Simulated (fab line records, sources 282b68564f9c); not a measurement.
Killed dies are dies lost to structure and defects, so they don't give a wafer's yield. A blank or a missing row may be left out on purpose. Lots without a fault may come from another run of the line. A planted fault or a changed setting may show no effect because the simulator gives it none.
Problem report in the 8D (eight disciplines) form, filled by code | flow rit_cmos | the parts of the form that need people (team, actions taken, sign-off) are left out

1. THE PROBLEM
tilt_deg at RIT_PLDD_IMPLANT_08 reads a mean of 7.590 degrees on 6 wafers of 2 lots; wafers without a fault read 6.995 degrees with a standard deviation of 0.018. That is +33 standard deviations from the usual mean.
First seen on wafer L791.3, day 3 20:55, on implanter-04. The record holds 42 wafers of 14 lots with a number at this step. Rule for "out", or "out of limits": more than 4 standard deviations from the usual mean. The other wafers with a number count as sound.

2. WHAT IT IS AND WHAT IT IS NOT
question                    | is                     | is not
which readings at this step | tilt_deg               | -
which lots                  | L791, L793             | L786, L788, L789, L792, L800, L801, L802, L804, L805, L806, L807, L808
which wafers of those lots  | all that have a number | -
read on which tools         | implanter-04           | implanter-01, implanter-02
when                        | from day 3 20:55       | up to then (9 sound wafers); but 27 sound wafers of L792, L800, L801, L802, L804, L805, L806, L807, L808 came after

3. SUSPECTS, AND WHAT RULES EACH OUT
Counting: a tool at a process step up to the reading stays a suspect if it ran every lot that is out and no sound lot after the first of them.
- implanter-04 at RIT_PLDD_IMPLANT_08: ruled out as a lasting fault. Sound lots L806, L807 ran on it after its first lot that is out, L791 (day 3 20:55).
Left after counting: nothing in the record.

4. THE CAUSE (what the simulator had put in)
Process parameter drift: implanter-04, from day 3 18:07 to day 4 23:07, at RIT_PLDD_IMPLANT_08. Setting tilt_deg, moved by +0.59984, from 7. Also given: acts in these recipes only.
Counting ruled it out, wrongly.

5. THE CHAIN OF EFFECTS, in route order
Each row: a reading whose mean over the struck wafers that have a number lies more than 3 standard deviations from the usual. Only readings for which the record gives a usual standard deviation are gone through. hours: the time from each lot's start at the first step in this table that gives one to its start at this step, as a median over the lots. sigmas: the change in usual standard deviations.
hours | step                | reading  | usual         | on struck wafers | change | sigmas
0     | RIT_PLDD_IMPLANT_08 | tilt_deg | 6.995 degrees | 7.590            | +0.595 | +33
The process steps in it:
- RIT_PLDD_IMPLANT_08
Readings that are blank on the struck wafers while sound wafers have them: PLDD_RS at RIT_SDANNEAL_RS_MEAS_06.

6. WHAT WOULD HAVE CAUGHT IT SOONER
In this record the first reading out of limits was taken at day 3 20:55, 3 hours after the fault began at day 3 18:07.
